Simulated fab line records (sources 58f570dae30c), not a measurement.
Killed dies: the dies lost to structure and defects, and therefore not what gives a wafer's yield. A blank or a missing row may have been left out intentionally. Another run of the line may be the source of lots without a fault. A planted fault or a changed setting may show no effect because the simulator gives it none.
One fault through the eyes of 2 desks | flow berkeley_cmos170 | what lay behind the numbers comes last; until then each desk has only its own

== METROLOGY DESK ==
What the gauges read, lot by lot, whatever tool the lot ran on: means of the sampled wafers that have a number. The brackets show how far a lot's mean lies from the usual mean; more than 4 standard deviations puts the lot out of limits, marked OUT.
Columns: A = PLDD_RS at UCB170_SDANNEAL_RS_MEAS_04, usual 1031.9 ohm/sq; B = V2_TEOS_THK at UCB170_V2_THK_MEAS_01, usual 1997 nm; C = V2_POLISHED_THK at UCB170_V2_THK_MEAS_04, usual 1000.0 nm; D = cd_nm at UCB170_V2_CD_MEAS_12, usual 700.3 nm
lot  | first seen here | A      | B    | C      | D
L757 | day 7 04:05     | 1029.9 | 1982 | 998.8  | 701.6
L758 | day 8 00:21     | 1033.2 | 1998 | 1000.7 | 701.4
L759 | day 8 01:19     | 1032.6 | 2020 | 1000.9 | 702.0
L760 | day 8 02:20     | 1031.6 | 2015 | 1000.4 | 700.3
L761 | day 8 08:58     | 1027.5 | 1983 | 998.7  | 701.2
L762 | day 8 09:11     | 1034.8 | 1977 | 1001.0 | 699.6
L766 | day 9 03:54     | 1029.8 | 1998 | 999.4  | 699.8
L765 | day 9 04:24     | 1030.1 | 2004 | 1000.6 | 701.9
L768 | day 9 13:43     | 1035.2 | 2004 | 1002.4 | 700.0
L770 | day 10 11:43    | 1032.8 | 2013 | 1000.6 | 700.3
L771 | day 11 02:16    | 1028.4 | 2012 | 999.3  | 698.3
L775 | day 11 13:51    | 1031.8 | 1943 | 1000.0 | 687.2 (-12) OUT
L776 | day 11 14:05    | 1034.7 | 2007 | 998.8  | 700.6
L779 | day 12 08:19    | 1030.9 | 2005 | 997.9  | 688.2 (-11) OUT
This desk finds L775, L779 out of limits, L775 being first, at day 12 08:23 (cd_nm at UCB170_V2_CD_MEAS_12). L757, L758, L759, L760, L761, L762, L766, L765, L768, L770, L771, L776 stayed within limits.

== DESK OF THE TOOL OWNER: litho_track-04 ==
The tool's own readings at UCB170_V2_PEB_10, given as means over the sampled wafers that have a number, one for each lot that went through this tool. The brackets show how far a lot's mean lies from the usual mean; more than 4 standard deviations puts the lot out of limits, marked OUT.
Columns: A = heater_power_total_W at UCB170_V2_PEB_10, usual 56.80 W; B = plate_temp_C at UCB170_V2_PEB_10, usual 130.03 C
lot  | first seen here | A               | B
L759 | day 8 18:27     | 56.80           | 130.00
L762 | day 9 06:57     | 56.81           | 129.96
L766 | day 9 23:07     | 56.79           | 130.12
L771 | day 11 21:02    | 56.82           | 129.91
L775 | day 12 08:07    | 55.70 (-22) OUT | 128.10 (-14) OUT
L779 | day 13 01:11    | 55.75 (-21) OUT | 128.39 (-12) OUT
This desk finds L775, L779 out of limits, L775 being first, at day 12 08:07 (heater_power_total_W at UCB170_V2_PEB_10). L759, L762, L766, L771 stayed within limits.

== PUT TOGETHER ==
An alarm could have come from the tool owner's desk at day 12 08:07, on L775, L779.
L775, L779 would have let the metrology desk raise an alarm at day 12 08:23.
On litho_track-04, each named lot ran UCB170_V2_PEB_10.

== WHAT WAS PUT IN BY THE SIMULATOR ==
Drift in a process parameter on litho_track-04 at UCB170_V2_PEB_10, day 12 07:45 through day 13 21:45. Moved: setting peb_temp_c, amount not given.
Shown lots that were struck: L775, L779.
Hours from the fault's start to each desk's first reading out of limits: the tool owner's desk, 0; the metrology desk, 1.
